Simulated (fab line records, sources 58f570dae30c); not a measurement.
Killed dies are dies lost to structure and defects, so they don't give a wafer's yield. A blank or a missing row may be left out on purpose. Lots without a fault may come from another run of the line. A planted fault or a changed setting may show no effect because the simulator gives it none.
fab line records | flow berkeley_cmos170
record lots=15 wafers=45 last_day=13
route steps=331 shown NSD@196 SDANNEAL@205 CONTACT@235 M1@248
lots that met no fault: from a run of the same line without faults
start_h: hours from the record's first day to the start of the lot's first wafer shown | wait_h: hours since the lot's step before | " the same as in the row above | L1.1+2: a row that stands for several wafers | - no value, or no start given | * or withheld: withheld | < > ~ a bound
route shown NAME@n: a module of which the file shows steps, and the number in the route of the first | usual: mean/standard deviation of fault-free wafers | same: alike in all rows | chamber/n: place in a boat | sites: the reading at each site | _std_site: their standard deviation | _edge_site: outer sites' mean less inner sites' | radius_mm: how far each site lies from the wafer's centre | mask NAME#n: copy n | behind: the tool/chamber that last shaped the wafer | hold: why the lot was held/for how many hours/how that ended | device: the transistor (n, p or np) that didn't switch | end of line: the same wafers' tests at the end of the route | a step without rows: its recipe alone | killed: dies lost to structure and defects at the first sort, not the wafer's yield | map: a wafer's dies, x killed, . not, _ none there
set.NAME: the setting as run; set.NAME@STEP: as run at that earlier step | model.NAME: the simulator's own value behind a step, which no gauge read
steps of the route over a sample of lots; a table a step, a row a wafer
services: from which hour (start_h, from the record's first day; less than 0 if before it) a tool's chamber was out of use, for how many hours, and why
## steps
# step UCB170_NSD_STRIP_09
# recipe chemistry=O2 power_w=400 pressure_mtorr=3500 platen_temp_c=withheld o2_flow_sccm=400 overash_fraction=0.5
# usual chamber_pressure_mTorr=3500/3.3 drypump_motor_current_A=5.86/0.26 oes_product_au=0.535/0.005 strip_time_to_endpoint_s=35.79/0.064
# columns lot.wafer tool chamber start_h wait_h chamber_pressure_mTorr drypump_motor_current_A oes_product_au rf_hours_counter_h strip_time_to_endpoint_s
L670.4 plasma_asher-03 0 172.07 0.1 3499 5.75 0.532 - 35.76
L670.5 " 1 " " 3501 5.89 0.537 - 35.71
L670.6 " 0 " " 3499 5.74 0.539 - 35.67
L671.2 plasma_asher-03 1 179.88 0.1 3505 5.89 0.529 8 35.73
L671.3 " 1 " " 3500 5.89 0.534 - 35.87
L671.4 " 0 " " 3505 5.75 0.536 - 35.82
L673.1 plasma_asher-01 1 187.94 0.1 3499 5.43 0.547 45 35.87
L673.4 " 0 " " 3496 6.22 0.534 - 35.90
L673.6 " 1 " " 3505 5.45 0.527 - 35.83
L676.1 plasma_asher-03 0 187.99 0.1 3504 5.75 0.532 9 35.77
L676.3 " 1 " " 3500 5.89 0.538 - 35.70
L676.4 " 0 " " 3499 5.74 0.532 - 35.74
L675.1 plasma_asher-01 0 188.70 0.1 3496 6.18 0.529 45 35.75
L675.3 " 1 " " 3496 5.45 0.542 - 35.76
L675.4 " 0 " " 3503 6.18 0.529 - 35.74
L677.3 plasma_asher-03 0 216.09 0.1 3494 5.74 0.540 - 35.80
L677.5 " 0 " " 3499 5.73 0.539 - 35.83
L677.6 " 1 " " 3502 5.86 0.529 - 35.83
L683.1 plasma_asher-04 1 229.22 0.1 3502 6.30 0.540 44 35.82
L683.3 " 1 " " 3504 6.31 0.535 - 35.81
L683.4 " 0 " " 3502 5.67 0.532 - 35.78
L680.1 plasma_asher-01 0 229.32 0.1 3494 6.19 0.537 52 35.90
L680.4 " 0 " " 3499 6.19 0.532 - 35.86
L680.6 " 0 " " 3507 6.19 0.536 - 35.90
L681.1 plasma_asher-03 1 229.59 0.1 3498 5.84 0.532 13 35.73
L681.2 " 0 " " 3500 5.74 0.537 13 35.75
L681.6 " 0 " " 3508 5.75 0.538 - 35.74
L682.4 plasma_asher-04 1 229.77 0.1 3499 6.30 0.531 - 35.95
L682.5 " 0 " " 3501 5.66 0.541 - 35.87
L682.6 " 1 " " 3498 6.32 0.532 - 35.92
L679.2 plasma_asher-04 1 230.29 0.1 3498 6.31 0.532 44 35.77
L679.5 " 0 " " 3503 5.65 0.535 - 35.78
L679.6 " 1 " " 3500 6.33 0.530 - 35.78
L684.2 plasma_asher-04 1 232.79 0.1 3496 6.29 0.528 44 35.77
L684.4 " 0 " " 3501 5.66 0.527 - 35.73
L684.5 " 0 " " 3494 5.68 0.542 - 35.77
L685.1 plasma_asher-01 1 242.80 0.1 3498 5.45 0.540 53 35.75
L685.4 " 0 " " 3500 6.22 0.539 - 35.71
L685.6 " 1 " " 3500 5.43 0.521 - 35.75
L689.1 plasma_asher-04 0 259.95 0.1 3497 5.66 0.536 48 35.81
L689.3 " 1 " " 3502 6.29 0.536 - 35.74
L689.4 " 0 " " 3504 5.68 0.531 - 35.78
L693.1 plasma_asher-03 0 284.40 0.1 3503 5.74 0.535 19 35.69
L693.2 " 1 " " 3500 5.87 0.534 19 35.73
L693.5 " 1 " " 3503 5.87 0.539 - 35.74
# step UCB170_SDANNEAL_RTA_01
# recipe temp_c=1050 time_s=5 ambient=N2
# usual lamp_power_pct=44.1/0.42 wafer_temp_C_max=1056.5/1.9
# columns lot.wafer tool chamber start_h wait_h lamp_power_pct wafer_temp_C_max
L670.4 rtp_anneal-01 0 173.73 0.1 43.7 1058.8
L670.5 " 0 " " 43.7 1060.7
L670.6 " 0 " " 43.8 1058.2
L671.2 rtp_anneal-01 0 181.40 0.1 43.8 1057.7
L671.3 " 0 " " 43.8 1060.5
L671.4 " 0 " " 43.7 1059.9
L673.1 rtp_anneal-01 0 189.15 0.1 43.7 1058.5
L673.4 " 0 " " 43.8 1059.4
L673.6 " 0 " " 43.7 1060.2
L676.1 rtp_anneal-02 0 189.33 0.1 44.7 1054.4
L676.3 " 0 " " 44.6 1054.3
L676.4 " 0 " " 44.6 1053.8
L675.1 rtp_anneal-01 0 190.05 0.1 43.8 1057.1
L675.3 " 0 " " 43.7 1057.6
L675.4 " 0 " " 43.7 1059.4
L677.3 rtp_anneal-01 0 217.89 0.1 43.8 1058.7
L677.5 " 0 " " 43.8 1055.5
L677.6 " 0 " " 43.8 1058.2
L683.1 rtp_anneal-02 0 230.55 0.1 44.7 1054.4
L683.3 " 0 " " 44.7 1053.7
L683.4 " 0 " " 44.7 1053.0
L680.1 rtp_anneal-01 0 230.78 0.1 43.8 1058.8
L680.4 " 0 " " 43.8 1060.5
L680.6 " 0 " " 43.8 1058.2
L681.1 rtp_anneal-02 0 231.40 0.1 44.7 1055.7
L681.2 " 0 " " 44.6 1054.2
L681.6 " 0 " " 44.6 1054.9
L682.4 rtp_anneal-01 0 231.53 0.1 43.8 1056.2
L682.5 " 0 " " 43.8 1057.3
L682.6 " 0 " " 43.7 1055.9
L679.2 rtp_anneal-01 0 231.88 0.1 43.8 1056.1
L679.5 " 0 " " 43.8 1055.8
L679.6 " 0 " " 43.8 1057.2
L684.2 rtp_anneal-01 0 233.94 0.1 43.8 1058.1
L684.4 " 0 " " 43.8 1056.6
L684.5 " 0 " " 43.8 1058.7
L685.1 rtp_anneal-01 0 245.90 0.1 43.8 1059.0
L685.4 " 0 " " 43.8 1057.8
L685.6 " 0 " " 43.8 1056.5
L689.1 rtp_anneal-02 0 262.35 0.1 44.7 1054.7
L689.3 " 0 " " 44.6 1055.5
L689.4 " 0 " " 44.7 1055.3
L693.1 rtp_anneal-01 0 286.22 0.1 43.8 1057.6
L693.2 " 0 " " 43.7 1057.6
L693.5 " 0 " " 43.8 1055.8
# step UCB170_CONTACT_STRIP_19
# recipe chemistry=O2 power_w=400 pressure_mtorr=3500 platen_temp_c=withheld o2_flow_sccm=400 overash_fraction=0.5
# usual chamber_pressure_mTorr=3500/3.2 drypump_motor_current_A=5.9/0.34 oes_product_au=0.725/0.0046
# columns lot.wafer tool chamber start_h wait_h chamber_pressure_mTorr drypump_motor_current_A oes_product_au rf_hours_counter_h
L670.4 plasma_asher-02 1 181.19 - 3495 5.5 0.726 -
L670.5 " 0 " " 3502 6.4 0.722 -
L670.6 " 1 " " 3498 5.5 0.727 -
L671.2 plasma_asher-03 1 186.63 - 3497 5.9 0.731 9
L671.3 " 0 " " 3497 5.7 0.722 -
L671.4 " 1 " " 3498 5.9 0.728 -
L676.1 plasma_asher-02 0 195.70 - 3494 6.4 0.719 49
L676.3 " 0 " " 3496 6.4 0.723 -
L676.4 " 1 " " 3496 5.5 0.726 -
L673.1 plasma_asher-04 1 195.97 - 3503 6.3 0.721 40
L673.4 " 0 " " 3500 5.7 0.725 -
L673.6 " 0 " " 3500 5.7 0.723 -
L675.1 plasma_asher-04 1 196.60 - 3503 6.3 0.725 40
L675.3 " 1 " " 3496 6.3 0.719 -
L675.4 " 0 " " 3503 5.6 0.729 -
L677.3 plasma_asher-03 0 227.94 - 3497 5.8 0.724 -
L677.5 " 0 " " 3499 5.7 0.731 -
L677.6 " 1 " " 3504 5.9 0.728 -
L683.1 plasma_asher-02 0 235.57 - 3503 6.4 0.716 51
L683.3 " 1 " " 3500 5.4 0.730 -
L683.4 " 0 " " 3502 6.4 0.725 -
L680.1 plasma_asher-04 1 235.82 - 3490 6.4 0.724 45
L680.4 " 1 " " 3500 6.3 0.724 -
L680.6 " 1 " " 3495 6.3 0.733 -
L682.4 plasma_asher-04 0 237.74 - 3502 5.7 0.718 -
L682.5 " 0 " " 3500 5.7 0.725 -
L682.6 " 1 " " 3499 6.3 0.727 -
L681.1 plasma_asher-02 1 237.76 - - - - -
L681.2 " 0 " " - - - -
L681.6 " 1 " " - - - -
L679.2 plasma_asher-04 1 238.03 - 3504 6.3 0.725 45
L679.5 " 0 " " 3498 5.7 0.725 -
L679.6 " 1 " " 3497 6.3 0.721 -
L684.2 plasma_asher-04 1 239.34 - - - - -
L684.4 " 1 " " - - - -
L684.5 " 0 " " - - - -
L685.1 plasma_asher-04 1 252.16 - - - - -
L685.4 " 1 " " - - - -
L685.6 " 1 " " - - - -
L689.1 plasma_asher-04 1 268.66 - 3497 6.3 0.722 49
L689.3 " 1 " " 3498 6.3 0.724 -
L689.4 " 0 " " 3502 5.7 0.719 -
L693.1 plasma_asher-04 0 291.60 - 3498 5.7 0.721 51
L693.2 " 1 " " 3504 6.3 0.729 51
L693.5 " 0 " " 3496 5.7 0.725 -
# step UCB170_M1_OVL_MEAS_10
# usual M1_OVL=-1/5.8
# columns lot.wafer tool chamber start_h wait_h M1_OVL[nm]
L670.4 overlay-01 - 182.78 0.1 -10
L670.5 " - " " -13
L670.6 " - " " -11
L671.2 overlay-02 - 188.61 0.1 -4
L671.3 " - " " 4
L671.4 " - " " -3
L676.1 overlay-02 - 197.48 0.1 -1
L676.3 " - " " -3
L676.4 " - " " 2
L673.1 overlay-02 - 197.74 0.1 1
L673.4 " - " " 2
L673.6 " - " " 0
L675.1 overlay-01 - 198.83 0.1 1
L675.3 " - " " 2
L675.4 " - " " -7
L677.3 overlay-02 - 229.84 0.1 5
L677.5 " - " " 3
L677.6 " - " " 6
L683.1 overlay-01 - 237.25 0.1 0
L683.3 " - " " -9
L683.4 " - " " -4
L680.1 overlay-02 - 238.05 0.1 4
L680.4 " - " " 1
L680.6 " - " " -1
L682.4 overlay-01 - 239.45 0.1 1
L682.5 " - " " 8
L682.6 " - " " -1
L679.2 overlay-01 - 240.16 0.1 1
L679.5 " - " " 4
L679.6 " - " " 1
L689.1 overlay-01 - 270.74 0.1 -8
L689.3 " - " " -12
L689.4 " - " " -13
L693.1 overlay-01 - 294.32 0.1 -5
L693.2 " - " " -1
L693.5 " - " " 0
## services
# columns tool chamber start_h hours kind
rtp_anneal-02 - 156.75 3.8 pm
rtp_anneal-01 - 170.55 2.3 repair
plasma_asher-04 - 173.93 14.6 pm
plasma_asher-02 - 200.79 28.1 pm
plasma_asher-03 - 205.18 6.7 repair
plasma_asher-03 - 212.66 1.7 repair
plasma_asher-03 - 216.60 3.8 repair
## key
first_sign step=UCB170_CONTACT_STRIP_19 reading=tool_record direction=missing
effect none on later readings
met_at UCB170_CONTACT_STRIP_19
struck_lots L681,L684,L685
later_rows_left_out L681.1,L681.2,L681.6,L684.2,L684.4,L684.5,L685.1,L685.4,L685.6
sort_left_out L681.1,L681.2,L681.6,L684.2,L684.4,L684.5,L685.1,L685.4,L685.6
tester_left_out L681,L684,L685
not_acting_at UCB170_NSD_STRIP_09,UCB170_SDANNEAL_RTA_01,UCB170_M1_OVL_MEAS_10
onset_between 235.82 237.76
fault kind=skipped_step_whole tool=plasma_asher-02,plasma_asher-04 chamber=- onset_h=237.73 steps=UCB170_CONTACT_STRIP_19 scope=struck_lots_only
# tester_left_out: of these lots the tester's yield and bins aren't shown, on N5 and GAA mostly nor the transistor test; their killed dies are dies lost to structure and defects alone, not to doping, threshold or leakage, so they don't give the yield
# sort_left_out: the simulated sort isn't trusted on such a fault, so these wafers' sort isn't shown, and their yield isn't known
# later_rows_left_out: the simulator's readings of these wafers behind a module that went badly wrong aren't trusted and aren't shown, but for the sort
